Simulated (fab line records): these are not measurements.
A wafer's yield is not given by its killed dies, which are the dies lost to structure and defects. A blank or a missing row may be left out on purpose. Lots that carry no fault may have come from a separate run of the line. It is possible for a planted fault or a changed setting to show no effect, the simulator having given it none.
fab line records / flow berkeleyCmos170
[record] lots = 14 wafers = 42 lastDay = 11
route steps=331 shown V2@306
lots untouched by any fault: they come from a run of this same line in which no faults occurred
startH: hours from the record's first day to the start of the lot's first wafer shown / waitH: hours from the lot's prior step to this one / " same as the row above / L1.1+2: one row covering several wafers at once / - no value, or no start was given / * or withheld: withheld / < > ~ a bound
route shown NAME@n: names a module that has steps shown in the file, with the first one's number in the route / usual: mean/standard deviation taken from wafers without a fault / same: alike in all rows / chamber/n: place in a boat / sites: the reading at each site / _std_site: standard deviation of those values / _edge_site: the outer-site mean with the inner-site mean subtracted / radiusMm: for every site, how far away it sits from the centre of the wafer / mask NAME#n: copy n / behind: the most recent tool/chamber to have shaped the wafer / hold: why the lot went on hold/how many hours it stayed there/how the hold came to an end / device: names the non-switching transistor (n, p or np) / end of line: the tests these same wafers got at the end of their route / a step with no rows: only its recipe / killed: count of dies lost to structure and defects at first sort (not the wafer's yield) / map: per-die view of a wafer (x killed, . not killed, _ where there is no die)
set.NAME: the setting that was run; set.NAME@STEP: the one run at that earlier step / model.NAME: the simulator's own value behind a step, which no gauge read
one table for each step of the route and one row for each wafer, over a sample of lots
services: the hour from which a tool's chamber was out of use, counted from the record's first day as startH (under 0 if before that day), plus the number of hours and why
[[steps]]
[step UCB170_V2_ETCH_14]
[recipe] chemistry = CHF3/CF4/Ar target = SiO2 stopOn = Al CHF3_flow_sccm = 45 cf4FlowSccm = 15 Ar_flow_sccm = 150 pressureMtorr = 200 rfW = 700 targetDepthA = 12500 overEtchFrac = 0.25 timeS = 291
[usual] drypumpMotorCurrentA = 5.7/0.43 oesProductAu = 0.877/0.013 overEtchFrac = 0.25/0 throttleValvePct = 6.87/0.092
lot.wafer=L276.1 tool=rieDiel-04 chamber=1 startH=172.23 waitH=0.0 drypumpMotorCurrentA=6.7 oesProductAu=0.873 overEtchFrac=0.25 rfHoursCounterH=85 throttleValvePct=6.71
lot.wafer=L276.3 tool=rieDiel-04 chamber=3 startH=172.23 waitH=0.0 drypumpMotorCurrentA=6.1 oesProductAu=0.886 overEtchFrac=0.25 rfHoursCounterH=28 throttleValvePct=6.96
lot.wafer=L276.6 tool=rieDiel-04 chamber=3 startH=172.23 waitH=0.0 drypumpMotorCurrentA=6.1 oesProductAu=0.886 overEtchFrac=0.25 rfHoursCounterH=- throttleValvePct=6.95
lot.wafer=L277.2 tool=rieDiel-01 chamber=3 startH=172.58 waitH=0.0 drypumpMotorCurrentA=5.6 oesProductAu=0.854 overEtchFrac=0.25 rfHoursCounterH=78 throttleValvePct=6.87
lot.wafer=L277.5 tool=rieDiel-01 chamber=3 startH=172.58 waitH=0.0 drypumpMotorCurrentA=5.5 oesProductAu=0.859 overEtchFrac=0.25 rfHoursCounterH=- throttleValvePct=6.86
lot.wafer=L277.6 tool=rieDiel-01 chamber=0 startH=172.58 waitH=0.0 drypumpMotorCurrentA=5.8 oesProductAu=0.887 overEtchFrac=0.25 rfHoursCounterH=- throttleValvePct=6.88
lot.wafer=L279.1 tool=rieDiel-03 chamber=2 startH=173.03 waitH=0.0 drypumpMotorCurrentA=5.4 oesProductAu=0.892 overEtchFrac=0.25 rfHoursCounterH=0 throttleValvePct=6.86
lot.wafer=L279.2 tool=rieDiel-03 chamber=1 startH=173.03 waitH=0.0 drypumpMotorCurrentA=5.6 oesProductAu=0.891 overEtchFrac=0.25 rfHoursCounterH=118 throttleValvePct=6.85
lot.wafer=L279.3 tool=rieDiel-03 chamber=3 startH=173.03 waitH=0.0 drypumpMotorCurrentA=5.8 oesProductAu=0.866 overEtchFrac=0.25 rfHoursCounterH=41 throttleValvePct=6.71
lot.wafer=L275.2 tool=rieDiel-04 chamber=3 startH=173.31 waitH=0.0 drypumpMotorCurrentA=6.2 oesProductAu=0.889 overEtchFrac=0.25 rfHoursCounterH=28 throttleValvePct=6.95
lot.wafer=L275.5 tool=rieDiel-04 chamber=2 startH=173.31 waitH=0.0 drypumpMotorCurrentA=5.5 oesProductAu=0.895 overEtchFrac=0.25 rfHoursCounterH=- throttleValvePct=6.83
lot.wafer=L275.6 tool=rieDiel-04 chamber=3 startH=173.31 waitH=0.0 drypumpMotorCurrentA=6.1 oesProductAu=0.889 overEtchFrac=0.25 rfHoursCounterH=- throttleValvePct=6.92
lot.wafer=L278.2 tool=rieDiel-01 chamber=0 startH=173.58 waitH=0.0 drypumpMotorCurrentA=5.8 oesProductAu=0.878 overEtchFrac=0.25 rfHoursCounterH=78 throttleValvePct=6.86
lot.wafer=L278.4 tool=rieDiel-01 chamber=3 startH=173.58 waitH=0.0 drypumpMotorCurrentA=5.5 oesProductAu=0.857 overEtchFrac=0.25 rfHoursCounterH=- throttleValvePct=6.87
lot.wafer=L278.5 tool=rieDiel-01 chamber=0 startH=173.58 waitH=0.0 drypumpMotorCurrentA=5.8 oesProductAu=0.886 overEtchFrac=0.25 rfHoursCounterH=- throttleValvePct=6.88
lot.wafer=L280.2 tool=rieDiel-04 chamber=2 startH=198.08 waitH=0.0 drypumpMotorCurrentA=5.5 oesProductAu=0.903 overEtchFrac=0.25 rfHoursCounterH=111 throttleValvePct=6.82
lot.wafer=L280.5 tool=rieDiel-04 chamber=1 startH=198.08 waitH=0.0 drypumpMotorCurrentA=6.7 oesProductAu=0.873 overEtchFrac=0.25 rfHoursCounterH=- throttleValvePct=6.71
lot.wafer=L280.6 tool=rieDiel-04 chamber=0 startH=198.08 waitH=0.0 drypumpMotorCurrentA=5.4 oesProductAu=0.862 overEtchFrac=0.25 rfHoursCounterH=- throttleValvePct=7.07
lot.wafer=L282.2 tool=rieDiel-01 chamber=3 startH=198.33 waitH=0.0 drypumpMotorCurrentA=5.5 oesProductAu=0.769 overEtchFrac=0.52871 rfHoursCounterH=80 throttleValvePct=6.86
lot.wafer=L282.4 tool=rieDiel-01 chamber=0 startH=198.33 waitH=0.0 drypumpMotorCurrentA=5.8 oesProductAu=0.781 overEtchFrac=0.52871 rfHoursCounterH=79 throttleValvePct=6.86
lot.wafer=L282.6 tool=rieDiel-01 chamber=2 startH=198.33 waitH=0.0 drypumpMotorCurrentA=5.1 oesProductAu=0.795 overEtchFrac=0.52871 rfHoursCounterH=- throttleValvePct=6.86
lot.wafer=L285.2 tool=rieDiel-03 chamber=3 startH=223.05 waitH=0.0 drypumpMotorCurrentA=5.8 oesProductAu=0.863 overEtchFrac=0.25 rfHoursCounterH=43 throttleValvePct=6.70
lot.wafer=L285.3 tool=rieDiel-03 chamber=2 startH=223.05 waitH=0.0 drypumpMotorCurrentA=5.4 oesProductAu=0.889 overEtchFrac=0.25 rfHoursCounterH=2 throttleValvePct=6.83
lot.wafer=L285.4 tool=rieDiel-03 chamber=1 startH=223.05 waitH=0.0 drypumpMotorCurrentA=5.6 oesProductAu=0.882 overEtchFrac=0.25 rfHoursCounterH=120 throttleValvePct=6.85
lot.wafer=L284.1 tool=rieDiel-01 chamber=1 startH=223.09 waitH=0.0 drypumpMotorCurrentA=5.9 oesProductAu=0.791 overEtchFrac=0.52871 rfHoursCounterH=138 throttleValvePct=6.96
lot.wafer=L284.3 tool=rieDiel-01 chamber=3 startH=223.09 waitH=0.0 drypumpMotorCurrentA=5.5 oesProductAu=0.773 overEtchFrac=0.52871 rfHoursCounterH=80 throttleValvePct=6.85
lot.wafer=L284.4 tool=rieDiel-01 chamber=2 startH=223.09 waitH=0.0 drypumpMotorCurrentA=5.1 oesProductAu=0.789 overEtchFrac=0.52871 rfHoursCounterH=22 throttleValvePct=6.87
lot.wafer=L286.1 tool=rieDiel-04 chamber=2 startH=223.17 waitH=0.0 drypumpMotorCurrentA=5.5 oesProductAu=0.895 overEtchFrac=0.25 rfHoursCounterH=112 throttleValvePct=6.83
lot.wafer=L286.3 tool=rieDiel-04 chamber=0 startH=223.17 waitH=0.0 drypumpMotorCurrentA=5.4 oesProductAu=0.856 overEtchFrac=0.25 rfHoursCounterH=8 throttleValvePct=7.10
lot.wafer=L286.6 tool=rieDiel-04 chamber=2 startH=223.17 waitH=0.0 drypumpMotorCurrentA=5.5 oesProductAu=0.883 overEtchFrac=0.25 rfHoursCounterH=- throttleValvePct=6.83
lot.wafer=L293.1 tool=rieDiel-03 chamber=0 startH=256.47 waitH=0.0 drypumpMotorCurrentA=6.7 oesProductAu=0.884 overEtchFrac=0.25 rfHoursCounterH=14 throttleValvePct=6.77
lot.wafer=L293.4 tool=rieDiel-03 chamber=2 startH=256.47 waitH=0.0 drypumpMotorCurrentA=5.4 oesProductAu=0.895 overEtchFrac=0.25 rfHoursCounterH=4 throttleValvePct=6.83
lot.wafer=L293.5 tool=rieDiel-03 chamber=3 startH=256.47 waitH=0.0 drypumpMotorCurrentA=5.8 oesProductAu=0.870 overEtchFrac=0.25 rfHoursCounterH=- throttleValvePct=6.72
lot.wafer=L294.4 tool=rieDiel-04 chamber=1 startH=256.76 waitH=0.0 drypumpMotorCurrentA=6.7 oesProductAu=0.864 overEtchFrac=0.25 rfHoursCounterH=89 throttleValvePct=6.73
lot.wafer=L294.5 tool=rieDiel-04 chamber=0 startH=256.76 waitH=0.0 drypumpMotorCurrentA=5.4 oesProductAu=0.860 overEtchFrac=0.25 rfHoursCounterH=- throttleValvePct=7.07
lot.wafer=L294.6 tool=rieDiel-04 chamber=1 startH=256.76 waitH=0.0 drypumpMotorCurrentA=6.6 oesProductAu=0.866 overEtchFrac=0.25 rfHoursCounterH=- throttleValvePct=6.71
lot.wafer=L296.2 tool=rieDiel-03 chamber=3 startH=269.60 waitH=0.0 drypumpMotorCurrentA=5.8 oesProductAu=0.860 overEtchFrac=0.25 rfHoursCounterH=46 throttleValvePct=6.73
lot.wafer=L296.4 tool=rieDiel-03 chamber=1 startH=269.60 waitH=0.0 drypumpMotorCurrentA=5.6 oesProductAu=0.886 overEtchFrac=0.25 rfHoursCounterH=123 throttleValvePct=6.85
lot.wafer=L296.5 tool=rieDiel-03 chamber=2 startH=269.60 waitH=0.0 drypumpMotorCurrentA=5.4 oesProductAu=0.894 overEtchFrac=0.25 rfHoursCounterH=- throttleValvePct=6.83
lot.wafer=L298.1 tool=rieDiel-04 chamber=1 startH=270.03 waitH=0.0 drypumpMotorCurrentA=6.7 oesProductAu=0.863 overEtchFrac=0.25 rfHoursCounterH=90 throttleValvePct=6.72
lot.wafer=L298.2 tool=rieDiel-04 chamber=3 startH=270.03 waitH=0.0 drypumpMotorCurrentA=6.1 oesProductAu=0.888 overEtchFrac=0.25 rfHoursCounterH=33 throttleValvePct=6.93
lot.wafer=L298.4 tool=rieDiel-04 chamber=0 startH=270.03 waitH=0.0 drypumpMotorCurrentA=5.4 oesProductAu=0.860 overEtchFrac=0.25 rfHoursCounterH=10 throttleValvePct=7.07
[step UCB170_V2_STRIP_15]
[recipe] chemistry = O2 powerW = 400 pressureMtorr = 3500 platenTempC = withheld o2FlowSccm = 400 overashFraction = 0.5
[usual] drypumpMotorCurrentA = 5.41/0.26 o2FlowSccm = 399.9/1.2 oesProductAu = 0.721/0.0045 stripTimeToEndpointS = 15.36/0.089
[same] overashFraction = 0.5
lot.wafer=L276.1 tool=plasmaAsher-01 chamber=1 startH=172.41 waitH=0.1 drypumpMotorCurrentA=5.58 o2FlowSccm=398.9 oesProductAu=0.718 rfHoursCounterH=50 stripTimeToEndpointS=15.57
lot.wafer=L276.3 tool=plasmaAsher-01 chamber=0 startH=172.41 waitH=0.1 drypumpMotorCurrentA=5.19 o2FlowSccm=399.1 oesProductAu=0.721 rfHoursCounterH=- stripTimeToEndpointS=15.54
lot.wafer=L276.6 tool=plasmaAsher-01 chamber=0 startH=172.41 waitH=0.1 drypumpMotorCurrentA=5.15 o2FlowSccm=400.6 oesProductAu=0.730 rfHoursCounterH=- stripTimeToEndpointS=15.49
lot.wafer=L277.2 tool=plasmaAsher-02 chamber=0 startH=172.85 waitH=0.2 drypumpMotorCurrentA=5.71 o2FlowSccm=400.3 oesProductAu=0.724 rfHoursCounterH=39 stripTimeToEndpointS=15.42
lot.wafer=L277.5 tool=plasmaAsher-02 chamber=1 startH=172.85 waitH=0.2 drypumpMotorCurrentA=4.97 o2FlowSccm=399.5 oesProductAu=0.729 rfHoursCounterH=- stripTimeToEndpointS=15.35
lot.wafer=L277.6 tool=plasmaAsher-02 chamber=0 startH=172.85 waitH=0.2 drypumpMotorCurrentA=5.71 o2FlowSccm=399.4 oesProductAu=0.725 rfHoursCounterH=- stripTimeToEndpointS=15.31
lot.wafer=L279.1 tool=plasmaAsher-03 chamber=0 startH=173.21 waitH=0.1 drypumpMotorCurrentA=5.62 o2FlowSccm=400.5 oesProductAu=0.719 rfHoursCounterH=47 stripTimeToEndpointS=15.44
lot.wafer=L279.2 tool=plasmaAsher-03 chamber=1 startH=173.21 waitH=0.1 drypumpMotorCurrentA=5.49 o2FlowSccm=399.8 oesProductAu=0.723 rfHoursCounterH=47 stripTimeToEndpointS=15.40
lot.wafer=L279.3 tool=plasmaAsher-03 chamber=1 startH=173.21 waitH=0.1 drypumpMotorCurrentA=5.47 o2FlowSccm=400.3 oesProductAu=0.722 rfHoursCounterH=- stripTimeToEndpointS=15.35
lot.wafer=L275.2 tool=plasmaAsher-02 chamber=0 startH=173.49 waitH=0.1 drypumpMotorCurrentA=5.70 o2FlowSccm=400.4 oesProductAu=0.720 rfHoursCounterH=39 stripTimeToEndpointS=15.40
lot.wafer=L275.5 tool=plasmaAsher-02 chamber=1 startH=173.49 waitH=0.1 drypumpMotorCurrentA=4.97 o2FlowSccm=401.6 oesProductAu=0.727 rfHoursCounterH=- stripTimeToEndpointS=15.28
lot.wafer=L275.6 tool=plasmaAsher-02 chamber=0 startH=173.49 waitH=0.1 drypumpMotorCurrentA=5.70 o2FlowSccm=400.3 oesProductAu=0.726 rfHoursCounterH=- stripTimeToEndpointS=15.44
lot.wafer=L278.2 tool=plasmaAsher-03 chamber=1 startH=173.85 waitH=0.2 drypumpMotorCurrentA=5.49 o2FlowSccm=402.1 oesProductAu=0.723 rfHoursCounterH=47 stripTimeToEndpointS=15.32
lot.wafer=L278.4 tool=plasmaAsher-03 chamber=0 startH=173.85 waitH=0.2 drypumpMotorCurrentA=5.61 o2FlowSccm=400.8 oesProductAu=0.718 rfHoursCounterH=- stripTimeToEndpointS=15.39
lot.wafer=L278.5 tool=plasmaAsher-03 chamber=0 startH=173.85 waitH=0.2 drypumpMotorCurrentA=5.62 o2FlowSccm=399.0 oesProductAu=0.714 rfHoursCounterH=- stripTimeToEndpointS=15.32
lot.wafer=L280.2 tool=plasmaAsher-03 chamber=0 startH=198.26 waitH=0.1 drypumpMotorCurrentA=5.60 o2FlowSccm=401.3 oesProductAu=0.719 rfHoursCounterH=49 stripTimeToEndpointS=15.34
lot.wafer=L280.5 tool=plasmaAsher-03 chamber=0 startH=198.26 waitH=0.1 drypumpMotorCurrentA=5.60 o2FlowSccm=401.9 oesProductAu=0.720 rfHoursCounterH=- stripTimeToEndpointS=15.45
lot.wafer=L280.6 tool=plasmaAsher-03 chamber=1 startH=198.26 waitH=0.1 drypumpMotorCurrentA=5.46 o2FlowSccm=400.1 oesProductAu=0.714 rfHoursCounterH=- stripTimeToEndpointS=15.38
lot.wafer=L282.2 tool=plasmaAsher-01 chamber=0 startH=198.50 waitH=0.1 drypumpMotorCurrentA=5.14 o2FlowSccm=401.1 oesProductAu=0.715 rfHoursCounterH=53 stripTimeToEndpointS=13.84
lot.wafer=L282.4 tool=plasmaAsher-01 chamber=0 startH=198.50 waitH=0.1 drypumpMotorCurrentA=5.17 o2FlowSccm=400.5 oesProductAu=0.723 rfHoursCounterH=- stripTimeToEndpointS=13.73
lot.wafer=L282.6 tool=plasmaAsher-01 chamber=0 startH=198.50 waitH=0.1 drypumpMotorCurrentA=5.16 o2FlowSccm=401.2 oesProductAu=0.723 rfHoursCounterH=- stripTimeToEndpointS=13.80
lot.wafer=L285.2 tool=plasmaAsher-01 chamber=0 startH=223.23 waitH=0.1 drypumpMotorCurrentA=5.16 o2FlowSccm=399.4 oesProductAu=0.720 rfHoursCounterH=55 stripTimeToEndpointS=15.37
lot.wafer=L285.3 tool=plasmaAsher-01 chamber=0 startH=223.23 waitH=0.1 drypumpMotorCurrentA=5.16 o2FlowSccm=401.3 oesProductAu=0.717 rfHoursCounterH=- stripTimeToEndpointS=15.38
lot.wafer=L285.4 tool=plasmaAsher-01 chamber=1 startH=223.23 waitH=0.1 drypumpMotorCurrentA=5.57 o2FlowSccm=400.1 oesProductAu=0.717 rfHoursCounterH=- stripTimeToEndpointS=15.30
lot.wafer=L284.1 tool=plasmaAsher-02 chamber=1 startH=223.26 waitH=0.1 drypumpMotorCurrentA=4.96 o2FlowSccm=401.8 oesProductAu=0.716 rfHoursCounterH=44 stripTimeToEndpointS=14.14
lot.wafer=L284.3 tool=plasmaAsher-02 chamber=0 startH=223.26 waitH=0.1 drypumpMotorCurrentA=5.70 o2FlowSccm=403.0 oesProductAu=0.713 rfHoursCounterH=- stripTimeToEndpointS=13.84
lot.wafer=L284.4 tool=plasmaAsher-02 chamber=1 startH=223.26 waitH=0.1 drypumpMotorCurrentA=4.96 o2FlowSccm=399.8 oesProductAu=0.729 rfHoursCounterH=- stripTimeToEndpointS=13.91
lot.wafer=L286.1 tool=plasmaAsher-03 chamber=1 startH=223.35 waitH=0.1 drypumpMotorCurrentA=5.47 o2FlowSccm=400.3 oesProductAu=0.730 rfHoursCounterH=52 stripTimeToEndpointS=15.37
lot.wafer=L286.3 tool=plasmaAsher-03 chamber=0 startH=223.35 waitH=0.1 drypumpMotorCurrentA=5.63 o2FlowSccm=398.7 oesProductAu=0.729 rfHoursCounterH=- stripTimeToEndpointS=15.41
lot.wafer=L286.6 tool=plasmaAsher-03 chamber=1 startH=223.35 waitH=0.1 drypumpMotorCurrentA=5.47 o2FlowSccm=399.6 oesProductAu=0.726 rfHoursCounterH=- stripTimeToEndpointS=15.46
lot.wafer=L293.1 tool=plasmaAsher-01 chamber=0 startH=256.64 waitH=0.1 drypumpMotorCurrentA=5.21 o2FlowSccm=399.9 oesProductAu=0.724 rfHoursCounterH=60 stripTimeToEndpointS=15.26
lot.wafer=L293.4 tool=plasmaAsher-01 chamber=1 startH=256.64 waitH=0.1 drypumpMotorCurrentA=5.57 o2FlowSccm=399.4 oesProductAu=0.720 rfHoursCounterH=- stripTimeToEndpointS=15.40
lot.wafer=L293.5 tool=plasmaAsher-01 chamber=1 startH=256.64 waitH=0.1 drypumpMotorCurrentA=5.56 o2FlowSccm=399.6 oesProductAu=0.721 rfHoursCounterH=- stripTimeToEndpointS=15.37
lot.wafer=L294.4 tool=plasmaAsher-02 chamber=1 startH=256.97 waitH=0.1 drypumpMotorCurrentA=4.98 o2FlowSccm=401.7 oesProductAu=0.728 rfHoursCounterH=- stripTimeToEndpointS=15.53
lot.wafer=L294.5 tool=plasmaAsher-02 chamber=1 startH=256.97 waitH=0.1 drypumpMotorCurrentA=4.95 o2FlowSccm=401.6 oesProductAu=0.715 rfHoursCounterH=- stripTimeToEndpointS=15.46
lot.wafer=L294.6 tool=plasmaAsher-02 chamber=0 startH=256.97 waitH=0.1 drypumpMotorCurrentA=5.75 o2FlowSccm=399.5 oesProductAu=0.716 rfHoursCounterH=- stripTimeToEndpointS=15.49
lot.wafer=L296.2 tool=plasmaAsher-02 chamber=1 startH=269.77 waitH=0.1 drypumpMotorCurrentA=4.97 o2FlowSccm=399.0 oesProductAu=0.717 rfHoursCounterH=50 stripTimeToEndpointS=15.42
lot.wafer=L296.4 tool=plasmaAsher-02 chamber=0 startH=269.77 waitH=0.1 drypumpMotorCurrentA=5.71 o2FlowSccm=399.5 oesProductAu=0.721 rfHoursCounterH=- stripTimeToEndpointS=15.32
lot.wafer=L296.5 tool=plasmaAsher-02 chamber=1 startH=269.77 waitH=0.1 drypumpMotorCurrentA=4.97 o2FlowSccm=399.1 oesProductAu=0.728 rfHoursCounterH=- stripTimeToEndpointS=15.37
lot.wafer=L298.1 tool=plasmaAsher-02 chamber=0 startH=270.21 waitH=0.1 drypumpMotorCurrentA=5.73 o2FlowSccm=400.1 oesProductAu=0.723 rfHoursCounterH=50 stripTimeToEndpointS=15.45
lot.wafer=L298.2 tool=plasmaAsher-02 chamber=1 startH=270.21 waitH=0.1 drypumpMotorCurrentA=4.99 o2FlowSccm=400.3 oesProductAu=0.720 rfHoursCounterH=50 stripTimeToEndpointS=15.46
lot.wafer=L298.4 tool=plasmaAsher-02 chamber=1 startH=270.21 waitH=0.1 drypumpMotorCurrentA=4.97 o2FlowSccm=399.3 oesProductAu=0.719 rfHoursCounterH=- stripTimeToEndpointS=15.44
[[services]]
tool=rieDiel-01 chamber=1 startH=165.89 hours=28.0 kind=repair
tool=rieDiel-01 chamber=2 startH=170.03 hours=6.0 kind=repair
tool=rieDiel-03 chamber=2 startH=175.28 hours=2.8 kind=repair
tool=rieDiel-04 chamber=1 startH=208.35 hours=6.0 kind=repair
tool=rieDiel-01 chamber=- startH=219.17 hours=0.7 kind=repair
tool=rieDiel-03 chamber=1 startH=227.52 hours=4.4 kind=repair
tool=rieDiel-01 chamber=1 startH=242.52 hours=- kind=clean
tool=rieDiel-01 chamber=1 startH=242.52 hours=21.4 kind=scheduledDown
tool=rieDiel-01 chamber=1 startH=242.52 hours=21.4 kind=ventCycle
tool=rieDiel-01 chamber=- startH=242.91 hours=1.5 kind=repair
tool=rieDiel-04 chamber=0 startH=247.06 hours=3.9 kind=repair
tool=rieDiel-04 chamber=- startH=249.57 hours=0.7 kind=repair
[[key]]
[firstSign] step = UCB170_V2_ETCH_14 reading = overEtchFrac direction = up sigmas = 99+ usual = 0.25 struck = 0.52871
[effect] step = UCB170_V2_ETCH_14 reading = oesProductAu direction = down sigmas = 7.1 usual = 0.877 struck = 0.783
[effect] step = UCB170_V2_STRIP_15 reading = stripTimeToEndpointS direction = down sigmas = 17 usual = * struck = *
metAt UCB170_V2_ETCH_14
struckLots L282,L284
onsetBetween 173.58 198.33
[fault] kind = processParameterDrift tool = rieDiel-01 chamber = - onsetH = 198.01 steps = UCB170_V2_ETCH_14 channel = overEtchFrac offset = 0.27871 shape = step endH = 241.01 actsIn = theseRecipesOnly stated = 0.25
